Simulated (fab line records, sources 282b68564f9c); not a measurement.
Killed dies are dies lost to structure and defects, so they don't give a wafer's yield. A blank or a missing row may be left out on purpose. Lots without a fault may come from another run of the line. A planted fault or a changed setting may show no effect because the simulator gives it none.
Which tool did it? | flow rit_cmos | 14 lots, 42 wafers sampled, at 3 steps of a route of 202

WHAT THE GAUGES READ, wafer by wafer
RIT_SILICIDE_RS_MEAS_02: measures by four-point-probe.
lot  | measured    | on            | SILICIDE_TI_RS (ohm/sq)
L166 | day 3 08:23 | film_metro-02 | 47.2 48.5 47.7
L167 | day 3 14:14 | film_metro-04 | 46.4 46.9 47.0
L168 | day 3 21:46 | film_metro-01 | 48.9 48.4 47.5
L169 | day 4 02:31 | film_metro-02 | 47.6 47.0 47.2
L170 | day 4 07:17 | film_metro-01 | 46.9 47.8 47.6
L171 | day 4 09:18 | film_metro-02 | 47.4 48.8 47.8
L172 | day 4 13:13 | film_metro-04 | 47.6 48.3 48.8
L173 | day 4 15:10 | film_metro-04 | 48.4 49.8 47.9
L174 | day 4 19:52 | film_metro-04 | 45.7 45.7 45.9
L177 | day 5 10:53 | film_metro-02 | 48.2 48.7 48.4
L180 | day 5 23:16 | film_metro-04 | 47.9 48.1 48.4
L181 | day 6 07:04 | film_metro-02 | 48.6 44.9 48.3
L183 | day 6 16:08 | film_metro-02 | 48.1 48.3 45.1
L188 | day 7 15:59 | film_metro-04 | 47.5 47.9 49.0

RIT_SILICIDE_THK_MEAS_03: measures by xrf.
lot  | measured    | on            | SILICIDE_TI_THK (nm)
L166 | day 3 08:29 | film_metro-02 | 30.4 29.9 30.1
L167 | day 3 14:20 | film_metro-04 | 30.6 30.2 30.2
L168 | day 3 21:53 | film_metro-01 | 29.2 29.4 30.0
L169 | day 4 02:38 | film_metro-02 | 30.1 30.5 30.4
L170 | day 4 07:24 | film_metro-01 | 30.2 29.8 30.0
L171 | day 4 09:24 | film_metro-02 | 30.4 29.7 30.2
L172 | day 4 13:20 | film_metro-04 | 30.0 29.7 29.4
L173 | day 4 15:17 | film_metro-04 | 29.6 28.9 29.7
L174 | day 4 19:59 | film_metro-04 | 31.0 30.8 30.8
L177 | day 5 10:59 | film_metro-02 | 29.8 29.6 29.8
L180 | day 5 23:23 | film_metro-04 | 29.6 29.5 29.2
L181 | day 6 07:11 | film_metro-02 | 29.6 31.7 29.9
L183 | day 6 16:13 | film_metro-02 | 30.0 29.9 31.5
L188 | day 7 16:06 | film_metro-04 | 29.8 29.7 29.1

WHICH TOOL RAN EACH LOT (tool, then ch and the chambers of the sampled wafers, then the start)
lot  | RIT_SILICIDE_SPUTTER_01
L166 | pvd_sputter-02, day 3 08:13
L167 | pvd_sputter-01, day 3 14:02
L168 | pvd_sputter-03, day 3 21:37
L169 | pvd_sputter-01, day 4 02:21
L170 | pvd_sputter-02, day 4 07:08
L171 | pvd_sputter-01, day 4 09:07
L172 | pvd_sputter-02, day 4 13:04
L173 | pvd_sputter-01, day 4 15:01
L174 | pvd_sputter-02, day 4 19:43
L177 | pvd_sputter-01, day 5 10:41
L180 | pvd_sputter-03, day 5 23:07
L181 | pvd_sputter-01, day 6 06:55
L183 | pvd_sputter-01, day 6 15:55
L188 | pvd_sputter-02, day 7 15:49
- RIT_SILICIDE_SPUTTER_01: material Ti, target thk 30 nm, time 240 s.

WHAT THE TOOLS THEMSELVES READ (means of the sampled wafers that have a number; where no wafer has one, the mark that the record gives instead)
RIT_SILICIDE_SPUTTER_01.
lot  | tool           | chamber_pressure_pa (Pa) | substrate_temp_c (C) | throttle_valve_pct (%)
L166 | pvd_sputter-02 | 0.6678                   | 25.06                | 30.4
L167 | pvd_sputter-01 | 0.6660                   | 25.02                | 30.3
L168 | pvd_sputter-03 | 0.6670                   | 25.04                | 30.3
L169 | pvd_sputter-01 | 0.6675                   | 25.05                | 30.7
L170 | pvd_sputter-02 | 0.6676                   | 25.06                | 30.3
L171 | pvd_sputter-01 | 0.6658                   | 24.98                | 31.1
L172 | pvd_sputter-02 | 0.6661                   | 24.95                | 29.6
L173 | pvd_sputter-01 | 0.6665                   | 24.92                | 31.1
L174 | pvd_sputter-02 | 0.6664                   | 24.98                | 29.7
L177 | pvd_sputter-01 | 0.6647                   | 25.04                | 30.2
L180 | pvd_sputter-03 | 0.6667                   | 25.02                | 30.2
L181 | pvd_sputter-01 | 0.6678                   | 24.93                | 30.2
L183 | pvd_sputter-01 | 0.6665                   | 25.03                | 30.1
L188 | pvd_sputter-02 | 0.6653                   | 24.94                | 29.9

THE ANSWER, worked out from the rows above alone
Rule: what is usual is taken from the lots themselves. Put in order of their means at a reading, lots are off if they are a third of the lots or fewer, leave a main group of 4 or more, and stand apart from it by a gap of 3 or more times the standard deviation of the main group's means; of several such gaps the widest counts. A main group whose means are all the same, to the digits that the tables above print for the reading, isn't used. A lot without any number at a reading at which 4 lots or more have one is off too. The other lots that the step has rows for count as sound. The gauges are gone through in route order, then the tools' own readings, and for those a lot's mean is taken as printed above. The first step at which some lot is off is used, and at that step the reading that is off furthest; a lot without a number counts as furthest.
No lot is off at any reading shown: from this, nothing can be told.

WHAT THE SIMULATOR HAD PUT IN
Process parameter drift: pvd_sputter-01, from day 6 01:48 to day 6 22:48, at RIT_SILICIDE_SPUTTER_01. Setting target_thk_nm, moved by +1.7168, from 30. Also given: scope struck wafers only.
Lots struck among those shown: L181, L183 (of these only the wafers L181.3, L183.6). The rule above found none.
